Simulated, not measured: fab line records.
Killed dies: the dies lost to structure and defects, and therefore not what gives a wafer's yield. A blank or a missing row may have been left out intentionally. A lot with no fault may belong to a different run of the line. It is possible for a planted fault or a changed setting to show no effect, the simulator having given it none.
fab line records | flow berkeleyCmos170
record lots=6 wafers=18 lastDay=11
route steps=331 shown NLDD@168 SPACER@171 PSD@175
lots with no fault: from the same line, run without faults
startH: hours from the record's opening day to when the first of the lot's shown wafers began | waitH: how many hours have passed since the lot's step before this one | " identical to the entry in the row above | L1.1+2: a single row standing in for several wafers | - no value, or no start given | * or withheld: withheld | < > ~ a bound
route shown NAME@n: a module of which the file shows steps, and the number in the route of the first | usual: mean and standard deviation over wafers with no fault | same: alike in all rows | chamber/n: place in a boat | sites: each site's reading | _std_site: standard deviation across them | _edge_site: outer sites' mean less inner sites' | radiusMm: how far each site lies from the wafer's centre | mask NAME#n: copy n | behind: the most recent tool/chamber to have shaped the wafer | hold: cause of the lot's hold/its duration in hours/its outcome | device: transistor that didn't switch, given as n, p or np | end of line: the tests these same wafers got at the end of their route | step lacking rows: just its recipe | killed: dies that structure and defects cost at the first sort, which is not the same as the wafer's yield | map: shows each die of a wafer: x if killed, . if not, _ if none is there
set.NAME: the setting that was run; set.NAME@STEP: the one run at that earlier step | model.NAME: the simulator's own value behind a step, which no gauge read
lots at selected steps of the route; one table per step, one row per wafer
services: from which hour (startH, from the record's first day; less than 0 if before it) a tool's chamber was out of use, for how many hours, and why
## steps
# step UCB170_NLDD_STRIP_10
# recipe chemistry=O2 powerW=400 pressureMtorr=3500 platenTempC=withheld o2FlowSccm=400 overashFraction=0.5
# usual drypumpMotorCurrentA=5.7/0.39 oesProductAu=0.734/0.0044 stripTimeToEndpointS=21.65/0.071
# same overashFraction=0.5
# columns lot.wafer tool chamber startH waitH drypumpMotorCurrentA oesProductAu rfHoursCounterH stripTimeToEndpointS
L587.2 plasmaAsher-02 1 162.02 0.1 5.4 0.735 46 21.68
L587.5 " 1 " " 5.4 0.734 - 21.60
L587.6 " 0 " " 5.7 0.735 - 21.69
L590.2 plasmaAsher-04 1 181.91 0.1 6.1 0.735 49 21.79
L590.3 " 0 " " 5.8 0.736 - 21.78
L590.6 " 0 " " 5.8 0.732 - 21.84
L591.1 plasmaAsher-03 1 182.19 0.1 5.1 0.733 43 21.66
L591.3 " 1 " " 5.0 0.734 - 21.69
L591.6 " 1 " " 5.1 0.738 - 21.66
L602.2 plasmaAsher-03 1 226.68 0.1 5.1 0.733 48 21.67
L602.5 " 0 " " 6.4 0.739 - 21.58
L602.6 " 1 " " 5.1 0.727 - 21.64
L600.2 plasmaAsher-02 0 226.88 0.1 5.7 0.731 53 21.65
L600.3 " 0 " " 5.7 0.742 - 21.56
L600.4 " 1 " " 5.4 0.731 - 21.59
L601.1 plasmaAsher-02 1 227.37 0.1 5.4 0.736 53 21.59
L601.3 " 0 " " 5.8 0.731 - 21.57
L601.4 " 1 " " 5.4 0.734 - 21.68
# step UCB170_NLDD_TW_MEAS_11
# usual NLDD_TW=2213/19
# columns lot.wafer tool chamber startH waitH NLDD_TW
L587.2 filmMetro-03 - 162.13 0.1 2218
L587.5 " - " " 2241
L587.6 " - " " 2226
L590.2 filmMetro-02 - 182.02 0.1 2183
L590.3 " - " " 2164
L590.6 " - " " 2174
L591.1 filmMetro-03 - 182.29 0.1 2232
L591.3 " - " " 2231
L591.6 " - " " 2220
L602.2 filmMetro-01 - 226.79 0.1 2209
L602.5 " - " " 2215
L602.6 " - " " 2196
L600.2 filmMetro-02 - 226.99 0.1 2178
L600.3 " - " " 2178
L600.4 " - " " 2183
L601.1 filmMetro-01 - 227.47 0.1 2215
L601.3 " - " " 2207
L601.4 " - " " 2223
# step UCB170_NLDD_CLEAN_12
# recipe chemistry=SPM tempC=120 timeS=600
# step UCB170_SPACER_CVD_00
# recipe material=SiO2 targetThkNm=376 tempC=390 precursor=TEOS/O2 timeS=47 rfW=550 pressureMtorr=9000
# usual heaterPowerW=276/50
# same timeS=47
# columns lot.wafer tool chamber startH waitH heaterPowerW
L587.2 pecvd-01 0 162.37 0.0 183
L587.5 " 1 " " 262
L587.6 " 0 " " 204
L590.2 pecvd-03 2 182.25 0.0 279
L590.3 " 1 " " 325
L590.6 " 1 " " 335
L591.1 pecvd-02 1 182.54 0.0 287
L591.3 " 2 " " 219
L591.6 " 1 " " 293
L600.2 pecvd-02 1 227.26 0.0 297
L600.3 " 2 " " 267
L600.4 " 1 " " 304
L602.2 pecvd-01 0 227.26 0.0 203
L602.5 " 1 " " 309
L602.6 " 0 " " 209
L601.1 pecvd-02 0 227.79 0.0 278
L601.3 " 2 " " 233
L601.4 " 2 " " 239
# step UCB170_SPACER_THK_MEAS_01
# recipe reads=SiO2_of_SPACER_CVD_00
# usual SPACER_TEOS_THK=375/5.2
# columns lot.wafer tool chamber startH waitH SPACER_TEOS_THK[nm]
L587.2 filmMetro-02 - 162.44 0.1 366
L587.5 " - " " 374
L587.6 " - " " 376
L590.2 filmMetro-04 - 182.30 0.0 372
L590.3 " - " " 378
L590.6 " - " " 380
L591.1 filmMetro-04 - 182.58 0.0 371
L591.3 " - " " 374
L591.6 " - " " 377
L600.2 filmMetro-02 - 227.31 0.0 374
L600.3 " - " " 371
L600.4 " - " " 378
L602.2 filmMetro-04 - 227.31 0.0 371
L602.5 " - " " 387
L602.6 " - " " 378
L601.1 filmMetro-02 - 227.84 0.0 373
L601.3 " - " " 375
L601.4 " - " " 377
# step UCB170_SPACER_ANNEAL_02
# recipe tempC=900 timeS=1800 ambient=N2
# step UCB170_SPACER_ETCHBACK_03
# recipe stopOn=Si target=SiO2 chemistry=CHF3/CF4/Ar CHF3_flow_sccm=50 cf4FlowSccm=10 Ar_flow_sccm=120 pressureMtorr=200 rfW=500 targetDepthA=3760 timeS=100
# usual CHF3_flow_sccm=50.00/0.15 drypumpMotorCurrentA=5.8/0.45 oesProductAu=0.902/0.018 throttleValvePct=6.45/0.11
# same timeS=100
# columns lot.wafer tool chamber startH waitH CHF3_flow_sccm drypumpMotorCurrentA oesProductAu rfHoursCounterH throttleValvePct
L587.2 rieDiel-03 3 167.20 0.0 49.91 6.1 0.867 41 6.53
L587.5 " 1 " " 49.86 5.3 0.916 - 6.28
L587.6 " 2 " " 50.06 6.2 0.882 - 6.54
L590.2 rieDiel-04 0 186.84 0.0 49.72 5.6 0.913 39 6.27
L590.3 " 2 " " 49.77 6.3 0.898 144 6.43
L590.6 " 3 " " 50.04 6.0 0.895 - 6.36
L591.1 rieDiel-03 1 186.84 0.0 50.19 5.3 0.915 33 6.28
L591.3 " 0 " " 49.74 5.0 0.900 16 6.45
L591.6 " 0 " " 50.10 5.0 0.903 - 6.47
L600.2 rieDiel-01 0 230.12 0.0 50.11 5.8 0.908 3 6.62
L600.3 " 3 " " 49.88 6.3 0.908 67 6.58
L600.4 " 3 " " 49.89 6.3 0.921 - 6.58
L601.1 rieDiel-01 1 230.19 0.1 49.89 6.2 0.895 23 6.40
L601.3 " 3 " " 49.81 6.3 0.906 68 6.58
L601.4 " 3 " " 49.91 6.3 0.918 - 6.58
L602.2 rieDiel-03 0 230.19 0.1 50.05 5.0 0.898 18 6.46
L602.5 " 1 " " 49.79 5.3 0.942 - 6.28
L602.6 " 3 " " 49.91 6.0 0.888 - 6.52
# step UCB170_PSD_HMDS_00
# recipe primeTimeS=60 primeTempC=100
# step UCB170_PSD_COAT_01
# recipe resist=KrF spinRpm=1500 resistThkNm=900
# step UCB170_PSD_SOFTBAKE_02
# recipe resist=KrF tempC=130 timeS=60
# step UCB170_PSD_EXPOSE_03
# recipe maskId=PSELECT_MOD na=0.5 sigmaOuter=0.6 sourceShape=conventional targetCdNm=1200 doseMj=30
# step UCB170_PSD_PEB_04
# recipe pebTempC=130 pebTimeS=withheld resist=KrF
# step UCB170_PSD_DEVELOP_05
# recipe developer=TMAH developTimeS=45 resist=KrF devTempC=21
# usual chillPlateTempC=22.97/0.1
# columns lot.wafer tool chamber startH waitH chillPlateTempC
L587.2 lithoTrack-02 0 168 - 23.06
L587.5 " 0 " " 22.93
L587.6 " 0 " " 22.92
L590.2 lithoTrack-04 0 187 - 23.15
L590.3 " 0 " " 22.74
L590.6 " 0 " " 23.00
L591.1 lithoTrack-02 0 187 - 23.07
L591.3 " 0 " " 23.00
L591.6 " 0 " " 23.08
L600.2 lithoTrack-02 0 231 - 22.98
L600.3 " 0 " " 22.81
L600.4 " 0 " " 22.99
L601.1 lithoTrack-02 0 231 - 22.91
L601.3 " 0 232 - 22.95
L601.4 " 0 " " 22.93
L602.2 lithoTrack-01 0 232 - 23.16
L602.5 " 0 " " 23.00
L602.6 " 0 " " 23.07
# step UCB170_PSD_OVL_MEAS_07
# usual PSD_OVL=5/5.4
# columns lot.wafer tool chamber startH waitH PSD_OVL[nm]
L587.2 overlay-02 - 168.85 0.1 2
L587.5 " - " " 8
L587.6 " - " " -3
L590.2 overlay-01 - 187.88 0.1 13
L590.3 " - " " 9
L590.6 " - " " 3
L591.1 overlay-01 - 188.04 0.1 16
L591.3 " - " " 13
L591.6 " - " " 9
L600.2 overlay-01 - 231.94 0.1 -1
L600.3 " - " " -2
L600.4 " - " " -10
L601.1 overlay-01 - 232.21 0.1 5
L601.3 " - " " 11
L601.4 " - " " 3
L602.2 overlay-01 - 232.57 0.1 11
L602.5 " - " " 10
L602.6 " - " " 12
# step UCB170_PSD_IMPLANT_08
# recipe species=B doseCm2=3e+15 energyKev=20 tiltDeg=7
# step UCB170_PSD_STRIP_09
# recipe chemistry=O2 powerW=400 pressureMtorr=3500 platenTempC=withheld o2FlowSccm=400 overashFraction=0.5
# usual drypumpMotorCurrentA=5.5/0.41 oesProductAu=0.600/0.0045 stripTimeToEndpointS=29.42/0.078
# same overashFraction=0.5
# columns lot.wafer tool chamber startH waitH drypumpMotorCurrentA oesProductAu rfHoursCounterH stripTimeToEndpointS
L587.2 plasmaAsher-03 1 169.03 0.1 5.0 0.601 41 29.38
L587.5 " 1 " " 5.0 0.602 - 29.38
L587.6 " 0 " " 6.4 0.599 - 29.34
L590.2 plasmaAsher-02 1 188.06 0.1 5.4 0.606 49 29.32
L590.3 " 0 " " 5.7 0.599 - 29.34
L590.6 " 0 " " 5.8 0.605 - 29.39
L591.1 plasmaAsher-01 0 188.22 0.1 5.3 0.599 7 29.31
L591.3 " 1 " " 5.2 0.604 - 29.38
L591.6 " 0 " " 5.3 0.596 - 29.43
L600.2 plasmaAsher-02 0 232.27 0.2 5.7 0.606 54 29.43
L600.3 " 0 " " 5.7 0.603 - 29.48
L600.4 " 1 " " 5.4 0.604 - 29.54
L601.1 plasmaAsher-03 1 232.40 0.1 5.0 0.594 48 29.48
L601.3 " 1 " " 5.1 0.605 - 29.54
L601.4 " 0 " " 6.3 0.606 - 29.47
L602.2 plasmaAsher-02 1 232.75 0.1 5.4 0.608 54 29.48
L602.5 " 0 " " 5.7 0.603 - 29.46
L602.6 " 1 " " 5.4 0.597 - 29.45
# step UCB170_PSD_TW_MEAS_10
# usual PSD_TW=2323/24
# columns lot.wafer tool chamber startH waitH PSD_TW
L587.2 filmMetro-02 - 169.14 0.1 2295
L587.5 " - " " 2290
L587.6 " - " " 2280
L590.2 filmMetro-02 - 188.17 0.1 2288
L590.3 " - " " 2300
L590.6 " - " " 2282
L591.1 filmMetro-03 - 188.32 0.1 2346
L591.3 " - " " 2342
L591.6 " - " " 2340
L600.2 filmMetro-03 - 232.38 0.1 30
L600.3 " - " " 30
L600.4 " - " " 30
L601.1 filmMetro-03 - 232.50 0.1 30
L601.3 " - " " 30
L601.4 " - " " 30
L602.2 filmMetro-01 - 232.86 0.1 2328
L602.5 " - " " 2328
L602.6 " - " " 2324
# step UCB170_PSD_CLEAN_11
# recipe chemistry=SPM tempC=120 timeS=600
## services
# columns tool chamber startH hours kind
pecvd-01 2 141.04 27.2 repair
rieDiel-04 2 147.36 1.2 repair
pecvd-01 0 149.50 - clean
pecvd-01 1 149.50 - clean
pecvd-01 2 149.50 - clean
pecvd-02 2 155.79 7.3 repair
plasmaAsher-01 - 165.91 4.3 pm
rieDiel-03 - 182.64 1.0 repair
rieDiel-03 3 185.49 9.0 repair
rieDiel-04 2 211.72 - clean
rieDiel-04 2 211.72 14.3 scheduledDown
rieDiel-04 2 211.72 14.3 ventCycle
rieDiel-01 2 218.03 - clean
rieDiel-01 2 218.03 17.9 scheduledDown
rieDiel-01 2 218.03 17.9 ventCycle
pecvd-03 - 218.16 5.5 pm
rieDiel-03 2 224.49 6.0 repair
rieDiel-04 - 229.03 28.1 pm
## key
firstSign step=UCB170_PSD_TW_MEAS_10 reading=PSD_TW direction=down sigmas=97 usual=2323 struck=30
effect none on later readings
metAt UCB170_PSD_DEVELOP_05
struckWafers L600.2,L600.3,L600.4,L601.1,L601.3,L601.4
sortLeftOut L600.2,L600.3,L600.4,L601.1,L601.3,L601.4
testerLeftOut L600,L601
onsetBetween 187 231
alsoFits UCB170_SPACER_ETCHBACK_03:rieDiel-01
fault kind=processParameterDrift tool=lithoTrack-02 chamber=- onsetH=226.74 steps=UCB170_PSD_DEVELOP_05 channel=developTimeS offset=* shape=step endH=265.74 actsIn=* stated=*
# testerLeftOut: of these lots the tester's yield and bins aren't shown, on N5 and GAA mostly nor the transistor test; their killed dies are dies lost to structure and defects alone, not to doping, threshold or leakage, so they don't give the yield
# sortLeftOut: the simulated sort isn't trusted on such a fault, so these wafers' sort isn't shown, and their yield isn't known
